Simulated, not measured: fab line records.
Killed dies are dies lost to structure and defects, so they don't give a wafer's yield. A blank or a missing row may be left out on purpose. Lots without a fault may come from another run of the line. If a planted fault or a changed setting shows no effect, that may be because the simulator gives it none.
Which tool was responsible? / flow rit-cmos / 30 wafers from 10 lots sampled at 2 of the route's 202 steps

== WHAT THE GAUGES READ, wafer by wafer ==
RIT_NRETRO_OVL_MEAS_06. Usual: NRETRO_OVL 0.5 nm, standard deviation 1.4.
lot=L667; measured=day 2 07:12; on=overlay-02; NRETRO_OVL (nm)=-0.7 0.3 -0.4; flag=
lot=L668; measured=day 2 10:02; on=overlay-01; NRETRO_OVL (nm)=0.3 0.9 0.5; flag=
lot=L669; measured=day 2 15:16; on=overlay-01; NRETRO_OVL (nm)=-0.7 -1.0 -0.4; flag=
lot=L670; measured=day 2 20:55; on=overlay-02; NRETRO_OVL (nm)=0.9 1.8 0.4; flag=
lot=L671; measured=day 3 01:44; on=overlay-01; NRETRO_OVL (nm)=1.2 0.2 2.5; flag=
lot=L679; measured=day 4 18:02; on=overlay-02; NRETRO_OVL (nm)=421.7 421.7 420.6; flag=OFF
lot=L680; measured=day 4 22:39; on=overlay-01; NRETRO_OVL (nm)=422.2 420.4 420.7; flag=OFF
lot=L682; measured=day 5 12:16; on=overlay-01; NRETRO_OVL (nm)=1.3 1.5 -0.4; flag=
lot=L685; measured=day 6 04:15; on=overlay-01; NRETRO_OVL (nm)=0.6 -1.0 -0.9; flag=
lot=L687; measured=day 6 09:31; on=overlay-02; NRETRO_OVL (nm)=-1.7 -1.3 -1.4; flag=

== EACH LOT AND THE TOOL THAT RAN IT (in order: tool; ch and the chambers of the sampled wafers; start) ==
lot=L667; RIT_NRETRO_EXPOSE_03=iline-stepper-01 ch 0, day 2 06:47
lot=L668; RIT_NRETRO_EXPOSE_03=iline-stepper-02 ch 0, day 2 09:37
lot=L669; RIT_NRETRO_EXPOSE_03=iline-stepper-02 ch 0, day 2 14:50
lot=L670; RIT_NRETRO_EXPOSE_03=iline-stepper-02 ch 0, day 2 20:29
lot=L671; RIT_NRETRO_EXPOSE_03=iline-stepper-02 ch 0, day 3 01:09
lot=L679; RIT_NRETRO_EXPOSE_03=iline-stepper-01 ch 0, day 4 17:37
lot=L680; RIT_NRETRO_EXPOSE_03=iline-stepper-01 ch 0, day 4 22:16
lot=L682; RIT_NRETRO_EXPOSE_03=iline-stepper-02 ch 0, day 5 11:51
lot=L685; RIT_NRETRO_EXPOSE_03=iline-stepper-02 ch 0, day 6 03:50
lot=L687; RIT_NRETRO_EXPOSE_03=iline-stepper-02 ch 0, day 6 09:07
- RIT_NRETRO_EXPOSE_03: exposes mask M4, target cd 43900 nm.

== WHAT THE TOOLS THEMSELVES READ (means of the sampled wafers that have a number; where no wafer has one, the mark that the record gives instead) ==
The record holds no such reading with a usual standard deviation.

== THE ANSWER, worked out from the rows above alone ==
Rule: a lot is off if the mean of its wafers that have a number lies more than 3 standard deviations from the usual mean. Also off: a lot with no number at a reading for which 4 or more lots have one. Any other lot the step has rows for is counted as sound. After the gauges, taken in route order, come the tools' own readings; for these a lot's mean is taken, as printed above. The first step at which some lot is off is used, and at that step the reading that is off furthest; a lot without a number counts as furthest.
Off: at RIT_NRETRO_OVL_MEAS_06 (NRETRO_OVL), L679, L680.
A tool fits if, at a process step before that reading, it ran every lot that is off, and no sound lot after the first of them. Gauges at RIT_NRETRO_OVL_MEAS_06: tried the same way as those tools. One candidate fits, namely iline-stepper-01 at RIT_NRETRO_EXPOSE_03. Its last sound lot is L667 (day 2 06:47), its first lot that is off L679 (day 4 17:37): a fault that began between those two fits.

== WHAT THE SIMULATOR HAD PUT IN ==
Scanner matching overlay: iline-stepper-01, from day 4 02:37 on, at RIT_NRETRO_EXPOSE_03. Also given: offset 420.
Lots struck among those shown: L679, L680. This agrees with what the rule above found.
